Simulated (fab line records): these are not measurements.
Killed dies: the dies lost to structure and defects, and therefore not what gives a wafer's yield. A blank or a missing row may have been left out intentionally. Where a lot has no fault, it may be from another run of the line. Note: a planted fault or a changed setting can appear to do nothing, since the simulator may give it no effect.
fab line records ; flow ritCmos
record: lots: 5; wafers: 23
route steps=202 shown CONTACT@168 M1@189
startH: hours from the record's opening day to when the first of the lot's shown wafers began ; waitH: time in hours since the lot's previous step ; " unchanged from the row above ; L1.1+2: one row covering several wafers at once ; - no value, or no start given ; * or withheld: withheld ; < > ~ a bound
route shown NAME@n: names a module that has steps shown in the file, with the first one's number in the route ; usual: the fault-free wafers' mean and standard deviation ; same: alike in all rows ; chamber/n: place in a boat ; sites: readings site by site ; _std_site: the standard deviation of these ; _edge_site: inner sites' mean taken away from outer sites' mean ; radiusMm: for every site, how far away it sits from the centre of the wafer ; mask NAME#n: copy n ; behind: the last tool/chamber to shape the wafer ; hold: reason for holding the lot/hours on hold/outcome of the hold ; device: names the non-switching transistor (n, p or np) ; end of line: tests of these same wafers at the route's end ; for a step that has no rows: nothing shown but its recipe ; killed: not the wafer's yield, but the dies lost to structure and defects at the first sort ; map: dies across one wafer; x = killed, . = not, _ = none there
set.NAME: the run value of the setting; set.NAME@STEP: its run value at that earlier step ; model.NAME: the simulator's own value behind a step, which no gauge read
lots with deliberately changed settings; one table per step, one row per wafer
== steps ==
step: RIT_CONTACT_CVD_00
recipe: material: SiO2; targetThkNm: 400; precursor: TEOS; tempC: 390; timeS: 61; rfW: 400
lot.wafer;tool;chamber;startH;waitH;set.timeS;model.SiO2_of_CONTACT_CVD_00.thkNm
L075.1;pecvd-04;0;60.37;0.1;53.16;343.9
L075.2;pecvd-04;1;60.37;0.1;53.16;344.4
L075.3;pecvd-04;2;60.37;0.1;61;395.6
L075.4;pecvd-04;1;60.37;0.1;61;399.4
L075.6;pecvd-04;0;60.37;0.1;53.16;347.1
L076.1;pecvd-02;2;66.47;0.1;61;404
L076.2;pecvd-02;1;66.47;0.1;52.56;346.3
L076.4;pecvd-02;1;66.47;0.1;61;408.6
L076.5;pecvd-02;0;66.47;0.1;52.56;354
L076.6;pecvd-02;2;66.47;0.1;61;401.2
L081.1;pecvd-04;0;89.64;0.1;57.8;378.9
L081.2;pecvd-04;1;89.64;0.1;57.8;378.3
L081.3;pecvd-04;2;89.64;0.1;61;395.9
L081.4;pecvd-04;2;89.64;0.1;57.8;376.4
L081.6;pecvd-04;1;89.64;0.1;61;405.7
L083.1;pecvd-01;1;102.29;0.1;54.95;363.8
L083.3;pecvd-01;2;102.29;0.1;54.95;357.6
L083.4;pecvd-01;0;102.29;0.1;54.95;368.9
L083.5;pecvd-01;2;102.29;0.1;61;409.1
L083.6;pecvd-01;1;102.29;0.1;61;407.2
L085.1;pecvd-02;2;111.93;0.1;61;397.1
L085.2;pecvd-02;0;111.93;0.1;61;401.9
L085.5;pecvd-02;2;111.93;0.1;61;407.8
step: RIT_CONTACT_THK_MEAS_01
recipe: reads: SiO2_of_CONTACT_CVD_00
usual: CONTACT_TEOS_THK: 400/5.2
lot.wafer;tool;chamber;startH;waitH;set.timeS@CONTACT_CVD_00;CONTACT_TEOS_THK[nm]
L075.1;filmMetro-02;-;60.42;0.0;53.16;344
L075.2;filmMetro-02;-;60.42;0.0;53.16;344
L075.3;filmMetro-02;-;60.42;0.0;61;396
L075.4;filmMetro-02;-;60.42;0.0;61;399
L075.6;filmMetro-02;-;60.42;0.0;53.16;347
L076.1;filmMetro-01;-;66.52;0.0;61;404
L076.2;filmMetro-01;-;66.52;0.0;52.56;346
L076.4;filmMetro-01;-;66.52;0.0;61;408
L076.5;filmMetro-01;-;66.52;0.0;52.56;354
L076.6;filmMetro-01;-;66.52;0.0;61;401
L081.1;filmMetro-03;-;89.70;0.0;57.8;379
L081.2;filmMetro-03;-;89.70;0.0;57.8;378
L081.3;filmMetro-03;-;89.70;0.0;61;396
L081.4;filmMetro-03;-;89.70;0.0;57.8;377
L081.6;filmMetro-03;-;89.70;0.0;61;406
L083.1;filmMetro-01;-;102.34;0.0;54.95;364
L083.3;filmMetro-01;-;102.34;0.0;54.95;357
L083.4;filmMetro-01;-;102.34;0.0;54.95;369
L083.5;filmMetro-01;-;102.34;0.0;61;409
L083.6;filmMetro-01;-;102.34;0.0;61;407
L085.1;filmMetro-02;-;111.98;0.0;61;397
L085.2;filmMetro-02;-;111.98;0.0;61;402
L085.5;filmMetro-02;-;111.98;0.0;61;407
step: RIT_M1_SOFTBAKE_05
recipe: resist: NOVOLAK; tempC: 90; timeS: 60
lot.wafer;tool;chamber;startH;waitH;set.tempC;model.NOVOLAK_of_M1_COAT_04.thkNm
L075.1+2;lithoTrack-03;0;63.51;0.1;90;1295
L075.3;lithoTrack-03;0;63.51;0.1;91.1;1292
L075.4;lithoTrack-03;0;63.51;0.1;90;1300
L075.6;lithoTrack-03;0;63.51;0.1;91.1;1293
L076.1;lithoTrack-03;0;69.46;0.1;90;1299
L076.2+4;lithoTrack-03;0;69.46;0.1;93.45;1289
L076.5;lithoTrack-03;0;69.46;0.1;93.45;1288
L076.6;lithoTrack-03;0;69.46;0.1;90;1301
L081.1;lithoTrack-03;0;92.72;0.1;92.11;1291
L081.2;lithoTrack-03;0;92.72;0.1;92.11;1288
L081.3;lithoTrack-03;0;92.72;0.1;92.11;1286
L081.4;lithoTrack-03;0;92.72;0.1;90;1299
L081.6;lithoTrack-03;0;92.72;0.1;90;1297
L083.1;lithoTrack-04;0;105.30;0.1;90;1298
L083.3+5;lithoTrack-04;0;105.30;0.1;91.16;1296
L083.4;lithoTrack-04;0;105.30;0.1;91.16;1294
L083.6;lithoTrack-04;0;105.30;0.1;90;1299
L085.1;lithoTrack-01;0;115.02;0.1;90;1298
L085.2;lithoTrack-01;0;115.02;0.1;90;1296
L085.5;lithoTrack-01;0;115.02;0.1;90;1302
step: RIT_M1_METAL_ETCH_12
recipe: stopOn: SiO2; chemistry: Cl2/BCl3; target: Al; timeS: 165; overEtchFrac: 0.5; pressureMtorr: 100; targetDepthA: 6000; rfW: 250; Cl2_flow_sccm: 60; bcl3FlowSccm: 50
lot.wafer;tool;chamber;startH;waitH;set.rfW;model.NOVOLAK_of_M1_COAT_04.thkNm
L075.1;rieMetal-01;0;64.62;0.2;250;794.4
L075.2;rieMetal-01;1;64.62;0.2;250;799.3
L075.3;rieMetal-01;1;64.62;0.2;250;797.2
L075.4;rieMetal-01;0;64.62;0.2;250;798.8
L075.6;rieMetal-01;1;64.62;0.2;250;798.3
L076.1;rieMetal-03;0;70.58;0.2;250;794.3
L076.2;rieMetal-03;1;70.58;0.2;257.6;798.2
L076.4;rieMetal-03;1;70.58;0.2;250;808.9
L076.5;rieMetal-03;0;70.58;0.2;250;795.2
L076.6;rieMetal-03;1;70.58;0.2;257.6;798.4
L081.1;rieMetal-01;0;93.83;0.2;250;799.4
L081.2;rieMetal-01;1;93.83;0.2;269.2;776.8
L081.3;rieMetal-01;0;93.83;0.2;269.2;770.7
L081.4;rieMetal-01;1;93.83;0.2;250;804.1
L081.6;rieMetal-01;1;93.83;0.2;269.2;780.6
L083.1;rieMetal-02;0;106.29;0.2;278.7;774
L083.3;rieMetal-02;0;106.29;0.2;278.7;778.8
L083.4;rieMetal-02;1;106.29;0.2;250;807.3
L083.5;rieMetal-02;1;106.29;0.2;278.7;776.2
L083.6;rieMetal-02;0;106.29;0.2;250;813.1
L085.1;rieMetal-03;0;116.01;0.2;250;791.8
L085.2;rieMetal-03;1;116.01;0.2;250;800.8
L085.5;rieMetal-03;0;116.01;0.2;250;795.8
== key ==
split: step: RIT_CONTACT_CVD_00; setting: timeS; stated: 61; by: wafer
response: step: RIT_CONTACT_CVD_00; reading: model.SiO2_of_CONTACT_CVD_00.thkNm; change: +4.12; per: 1%; r: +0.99
response: step: RIT_CONTACT_THK_MEAS_01; reading: CONTACT_TEOS_THK; change: +4.13; per: 1%; r: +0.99
split: step: RIT_M1_SOFTBAKE_05; setting: tempC; stated: 90; by: wafer
response: step: RIT_M1_SOFTBAKE_05; reading: model.NOVOLAK_of_M1_COAT_04.thkNm; change: -3.31; per: 1%; r: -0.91
split: step: RIT_M1_METAL_ETCH_12; setting: rfW; stated: 250; by: wafer
response: step: RIT_M1_METAL_ETCH_12; reading: model.NOVOLAK_of_M1_COAT_04.thkNm; change: -2.95; per: 1%; r: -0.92
